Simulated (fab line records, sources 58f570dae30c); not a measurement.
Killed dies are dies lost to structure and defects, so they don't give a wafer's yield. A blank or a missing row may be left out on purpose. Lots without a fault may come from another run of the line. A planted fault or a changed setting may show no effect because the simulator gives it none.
Chamber matching | flow berkeley_cmos170 | UCB170_V2_CMP_02 on cmp-02: 4 sister chambers
The step polishes SiO2. 4 wafers are shown with their chamber, then 7 later ones without.

WAFERS WITH THEIR CHAMBER
wafer  | chamber | motor_current_A (A)
L198.4 | 3       | 18.7
L201.6 | 1       | 13.9
L204.2 | 0       | 16.2
L204.4 | 2       | 18.3

WAFERS WITHOUT THEIR CHAMBER
wafer  | motor_current_A (A)
L204.6 | 17.1
L203.4 | 17.0
L203.5 | 13.9
L203.6 | 16.8
L205.2 | 18.5
L205.3 | 16.3
L205.6 | 13.8

WHICH CHAMBER EACH WENT THROUGH
wafer  | from the rows above          | in truth
L204.6 | can't be placed: 0 or 2 or 3 | 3
L203.4 | can't be placed: 0 or 2 or 3 | 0
L203.5 | 1                            | 1
L203.6 | can't be placed: 0 or 2      | 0
L205.2 | can't be placed: 2 or 3      | 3
L205.3 | 0                            | 0
L205.6 | 1                            | 1
Placed correctly: 3 of 7. Can't be placed from these rows: 4 (the true chamber is among the candidates in 4). Placed wrongly: 0.
How it was worked out, from the rows above alone: a wafer's distance from a chamber is the root of the sum, over the readings, of the square of ((its reading less the chamber's mean) divided by the reading's scatter). The wafer belongs to the nearest chamber; if the next one is less than 2 further off, it can't be placed. A chamber's mean is the mean of its shown wafers. The scatter: with one shown wafer a chamber, the root of the mean of the squares of how far each hidden wafer lies from its nearest shown one.
